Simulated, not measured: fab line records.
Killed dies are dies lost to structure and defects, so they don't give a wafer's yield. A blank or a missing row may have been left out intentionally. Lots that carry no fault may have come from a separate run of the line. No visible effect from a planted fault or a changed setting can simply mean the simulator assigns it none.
2 desks, one fault	flow rit cmos	each desk has only its own numbers; what lay behind them comes last

THE TOOL OWNER'S DESK: litho track-04
Per lot that ran on this tool, the mean of the sampled wafers carrying a number, from the tool's own readings at RIT_PSD_HARDBAKE_07 (time 60 s). Any lot whose mean is over 4 standard deviations away from the usual mean is out of limits and marked OUT; that distance is given in the brackets.
Columns: A = heater power total W at RIT_PSD_HARDBAKE_07, usual 62.54 W; B = plate temp C at RIT_PSD_HARDBAKE_07, usual 140.04 C
lot	first seen here	A	B
L992	day 4 17:54	62.51	140.02
L993	day 5 00:29	60.39 (-42) OUT	136.29 (-31) OUT
L994	day 5 04:04	60.37 (-42) OUT	136.31 (-31) OUT
This desk's verdict: out of limits on L993, L994, starting with L993 at day 5 00:29 (heater power total W at RIT_PSD_HARDBAKE_07). Within limits: L992.

FROM THE METROLOGY DESK
Means of the sampled wafers that have a number, per lot and without regard to the tool the lot ran on: this is what the gauges read. Any lot whose mean is over 4 standard deviations away from the usual mean is out of limits and marked OUT; that distance is given in the brackets.
Columns: A = NSD_OVL at RIT_NSD_OVL_MEAS_06, usual 0.0 nm; B = NSD_TW at RIT_NSD_TW_MEAS_10, usual 3123; C = PSD_OVL at RIT_PSD_OVL_MEAS_06, usual 0.2 nm
lot	first seen here	A	B	C
L992	day 4 16:26	-0.6	3121	0.8
L993	day 4 22:53	1.5	3141	0.9
L994	day 5 02:33	0.5	3113	0.0
L995	day 5 06:10	-1.6	3118	0.8
L103	day 7 03:37	-0.5	3115	2.1
L106	day 7 20:59	-0.6	3127	0.9
This desk's verdict: no lot among the 6 shows anything out of limits.

ALL TOGETHER
An alarm could have come from the tool owner's desk at day 5 00:29, on L993, L994.
At the metrology desk, nothing out of limits was observed.
The metrology desk holds a record of L993, L994, inside its limits.
On litho track-04, each named lot ran RIT_PSD_HARDBAKE_07.

WHAT WAS PUT IN BY THE SIMULATOR
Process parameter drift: litho track-04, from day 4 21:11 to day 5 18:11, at RIT_PSD_HARDBAKE_07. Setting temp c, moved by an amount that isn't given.
Struck lots among those shown: L993, L994.
Delay in hours, fault start to first out-of-limits reading, by desk: the tool owner's desk at 3.
